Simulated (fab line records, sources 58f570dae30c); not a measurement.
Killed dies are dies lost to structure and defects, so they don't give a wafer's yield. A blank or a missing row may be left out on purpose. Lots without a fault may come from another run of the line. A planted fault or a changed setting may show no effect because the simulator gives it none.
Which tool did it? | flow berkeley_cmos170 | 15 lots, 45 wafers sampled, at 1 step of a route of 331

WHAT THE GAUGES READ, wafer by wafer
The record holds no reading of a measuring or inspecting step that can be judged against a usual standard deviation.

WHICH TOOL RAN EACH LOT (tool, then ch and the chambers of the sampled wafers, then the start)
lot  | UCB170_M3_ETCH_17
L779 | rie_diel-03 ch 0,2, day 7 07:46
L780 | rie_diel-02 ch 1,3, day 7 10:04
L783 | rie_diel-03 ch 1,2,3, day 8 07:02
L782 | rie_diel-02 ch 1,2,3, day 8 08:43
L781 | rie_diel-02 ch 0,1,3, day 8 09:39
L787 | rie_diel-02 ch 1,2,3, day 8 12:38
L784 | rie_diel-04 ch 0,1,2, day 8 13:01
L785 | rie_diel-03 ch 0,1,3, day 8 13:22
L789 | rie_diel-04 ch 1,3, day 9 13:14
L788 | rie_diel-03 ch 1,2,3, day 9 13:46
L791 | rie_diel-03 ch 0,1,2, day 10 03:35
L793 | rie_diel-02 ch 0,2,3, day 10 13:53
L796 | rie_diel-04 ch 0,2, day 10 15:35
L795 | rie_diel-04 ch 0,1,2, day 10 18:37
L798 | rie_diel-04 ch 1,2,3, day 11 08:50
- UCB170_M3_ETCH_17: etches BARC in N2/H2.

WHAT THE TOOLS THEMSELVES READ (means of the sampled wafers that have a number; where no wafer has one, the mark that the record gives instead)
UCB170_M3_ETCH_17.
lot  | tool        | drypump_motor_current_A (A) | oes_product_au (a.u.) | throttle_valve_pct (%)
L779 | rie_diel-03 | 5.7                         | 0.976                 | 13.49
L780 | rie_diel-02 | 5.1                         | 0.978                 | 12.99
L783 | rie_diel-03 | 5.6                         | 0.990                 | 13.31
L782 | rie_diel-02 | 5.6                         | 0.991                 | 13.03
L781 | rie_diel-02 | 5.3                         | 0.965                 | 13.15
L787 | rie_diel-02 | 5.6                         | 0.992                 | 13.03
L784 | rie_diel-04 | 5.7                         | 0.996                 | 13.10
L785 | rie_diel-03 | 5.9                         | 0.997                 | 13.18
L789 | rie_diel-04 | 6.0                         | 0.989                 | 13.10
L788 | rie_diel-03 | 5.6                         | 0.982                 | 13.31
L791 | rie_diel-03 | 5.8                         | 0.981                 | 13.34
L793 | rie_diel-02 | 5.9                         | 0.982                 | 13.13
L796 | rie_diel-04 | 5.5                         | 0.814                 | 13.19
L795 | rie_diel-04 | 5.7                         | 0.809                 | 13.09
L798 | rie_diel-04 | 5.8                         | 0.805                 | 13.19

THE ANSWER, worked out from the rows above alone
Rule: what is usual is taken from the lots themselves. Put in order of their means at a reading, lots are off if they are a third of the lots or fewer, leave a main group of 4 or more, and stand apart from it by a gap of 3 or more times the standard deviation of the main group's means; of several such gaps the widest counts. A main group whose means are all the same, to the digits that the tables above print for the reading, isn't used. A lot without any number at a reading at which 4 lots or more have one is off too. The other lots that the step has rows for count as sound. The gauges are gone through in route order, then the tools' own readings, and for those a lot's mean is taken as printed above. The first step at which some lot is off is used, and at that step the reading that is off furthest; a lot without a number counts as furthest.
Off: L796, L795, L798, at UCB170_M3_ETCH_17 (oes_product_au). The main group: mean 0.985 a.u., standard deviation 0.0089.
A tool fits if, at that step or a process step before it, it ran every lot that is off, and no sound lot after the first of them. One fits: rie_diel-04 at UCB170_M3_ETCH_17. Its last sound lot is L789 (day 9 13:14), its first lot that is off L796 (day 10 15:35): a fault that began between those two fits.
The tool's own readings at UCB170_M3_ETCH_17 bear it out: on the lots that are off they differ by more than 5 times the standard deviation of the sound lots' means. oes_product_au reads 0.809 a.u. there against 0.985 a.u. on the sound lots.

WHAT THE SIMULATOR HAD PUT IN
Process parameter drift: rie_diel-04, from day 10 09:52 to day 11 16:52, at UCB170_M3_ETCH_17. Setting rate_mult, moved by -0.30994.
Lots struck among those shown: L796, L795, L798. The rule above found the same.
